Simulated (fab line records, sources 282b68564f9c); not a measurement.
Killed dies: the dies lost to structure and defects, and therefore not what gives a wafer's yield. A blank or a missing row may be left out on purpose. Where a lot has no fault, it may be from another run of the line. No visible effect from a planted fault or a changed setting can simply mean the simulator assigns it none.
2 desks, one fault | flow rit-cmos | each desk holds nothing but its own numbers, with what lay behind them at the end

## AT THE METROLOGY DESK
What the gauges read for every lot (on any tool): the sampled wafers with a number, averaged. If a lot's mean is further than 4 standard deviations from the usual mean, the lot is out of limits and carries the mark OUT (the distance appears in the brackets).
Columns: A = SPACER_NITRIDE_THK at RIT_SPACER_THK_MEAS_04, usual 249.8 nm; B = NSD_OVL at RIT_NSD_OVL_MEAS_06, usual -0.2 nm
lot  | first seen here | A     | B
L847 | day 3 04:11     | 248.4 | -0.8
L849 | day 3 17:28     | 250.6 | 0.4
L851 | day 4 02:33     | 246.5 | -2.5
L857 | day 5 00:47     | 249.3 | -0.7
L867 | day 7 02:33     | 249.5 | -0.2
L869 | day 7 11:37     | 250.0 | -1.5
This desk found nothing out of limits on any of the 6 lots.

## FOR THE TOOL OWNER'S DESK: implanter-01
The tool's own readings at RIT_NSD_IMPLANT_08: means of the sampled wafers that have a number, for each lot that ran on this tool. If a lot's mean is further than 4 standard deviations from the usual mean, the lot is out of limits and carries the mark OUT (the distance appears in the brackets).
Columns: A = beam-energy-keV at RIT_NSD_IMPLANT_08, usual 25.001; B = end-station-pressure-torr at RIT_NSD_IMPLANT_08, usual 7.5e-06 Torr; C = faraday-current-uA at RIT_NSD_IMPLANT_08, usual 3136
lot  | first seen here | A                        | B       | C
L847 | day 3 05:26     | 24.998                   | 7.6e-06 | 3124
L849 | day 3 18:54     | 25.007                   | 7.7e-06 | 3099
L851 | day 4 03:56     | 26.285 (+99 or more) OUT | 7.6e-06 | 3133
L857 | day 5 02:11     | 26.293 (+99 or more) OUT | 7.5e-06 | 3133
Finding of this desk: L851, L857 out of limits; the first was L851 at day 4 03:56, on beam-energy-keV at RIT_NSD_IMPLANT_08. L847, L849 stayed within limits.

## BROUGHT TOGETHER
An alarm could have come from the tool owner's desk at day 4 03:56, on L851, L857.
The metrology desk saw nothing out of limits.
The metrology desk holds a record of L851, L857, inside its limits.
Every lot named ran RIT_NSD_IMPLANT_08 on implanter-01.

## WHAT WAS PUT IN BY THE SIMULATOR
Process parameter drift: implanter-01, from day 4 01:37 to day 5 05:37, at RIT_NSD_IMPLANT_08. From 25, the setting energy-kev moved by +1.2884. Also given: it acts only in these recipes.
Lots struck among those shown: L851, L857.
Hours from the fault's start to each desk's first reading out of limits: the tool owner's desk, 2.
